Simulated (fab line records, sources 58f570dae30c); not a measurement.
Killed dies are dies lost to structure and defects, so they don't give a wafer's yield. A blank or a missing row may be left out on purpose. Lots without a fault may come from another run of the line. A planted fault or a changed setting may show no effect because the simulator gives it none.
One fault seen from 2 desks | flow berkeley_cmos170 | each desk has only its own numbers; what lay behind them comes last

THE METROLOGY DESK
What the gauges read, lot by lot, whatever tool the lot ran on: means of the sampled wafers that have a number. A lot is out of limits, marked OUT, if its mean lies more than 4 standard deviations from the usual mean; the brackets give that distance.
Columns: A = cd_nm at UCB170_GATE_CD_MEAS_90, usual 349.9 nm; B = NSD_TW at UCB170_NSD_TW_MEAS_10, usual 4203; C = M1_AL_RS at UCB170_M1_RS_MEAS_01, usual 0.0487 ohm/sq
lot  | first seen here | A     | B    | C
L835 | day 6 04:39     | 348.2 | 4174 | 0.0485
L834 | day 6 05:01     | 348.1 | 4197 | 0.0486
L836 | day 6 14:39     | 348.1 | 4235 | 0.0485
L837 | day 7 03:05     | 347.6 | 4210 | 0.0485
L838 | day 7 03:19     | 349.5 | 4221 | 0.0483
L839 | day 7 17:41     | 351.0 | 4186 | 0.0490
L840 | day 7 18:14     | 349.6 | 4188 | 0.0490
L843 | day 8 08:26     | 350.8 | 4207 | 0.0488
L850 | day 9 09:02     | 350.1 | 4225 | 0.0491
L851 | day 9 16:33     | 350.0 | 4193 | 0.0478
L849 | day 9 17:16     | 349.4 | 4164 | 0.0478
L856 | day 10 10:23    | 349.9 | 4192 | 0.0490
L857 | day 10 10:36    | 353.5 | 4182 | 0.0494
L855 | day 10 10:42    | 350.5 | 4193 | 0.0494
This desk's finding: nothing out of limits on any of the 14 lots.

THE TOOL OWNER'S DESK: litho_track-04
The tool's own readings at UCB170_CONTACT_SOFTBAKE_05 (time 60 s): means of the sampled wafers that have a number, for each lot that ran on this tool. A lot is out of limits, marked OUT, if its mean lies more than 4 standard deviations from the usual mean; the brackets give that distance.
Columns: A = exhaust_pa at UCB170_CONTACT_SOFTBAKE_05, usual 45.0 Pa; B = heater_power_total_W at UCB170_CONTACT_SOFTBAKE_05, usual 56.80 W; C = run_length_s at UCB170_CONTACT_SOFTBAKE_05, usual 89.17 s
lot  | first seen here | A    | B                       | C
L836 | day 7 10:15     | 44.5 | 56.80                   | 89.03
L837 | day 7 23:12     | 44.7 | 56.85                   | 89.08
L843 | day 9 04:08     | 44.9 | 61.59 (+99 or more) OUT | 74.44 (-98) OUT
L850 | day 10 05:28    | 44.6 | 61.56 (+99 or more) OUT | 74.29 (-99 or more) OUT
This desk's finding: out of limits on L843, L850; first on L843, day 9 04:08 (heater_power_total_W at UCB170_CONTACT_SOFTBAKE_05). In limits: L836, L837.

PUT TOGETHER
The tool owner's desk could have raised an alarm at day 9 04:08, on L843, L850.
The metrology desk saw nothing out of limits.
The metrology desk has L843, L850 on record, within its limits.
Of the lots named, all ran UCB170_CONTACT_SOFTBAKE_05 on litho_track-04.

WHAT THE SIMULATOR HAD PUT IN
Process parameter drift: litho_track-04, from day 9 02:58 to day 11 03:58, at UCB170_CONTACT_SOFTBAKE_05. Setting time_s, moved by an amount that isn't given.
Lots struck among those shown: L843, L850.
Hours from the fault's start to each desk's first reading out of limits: the tool owner's desk, 1.
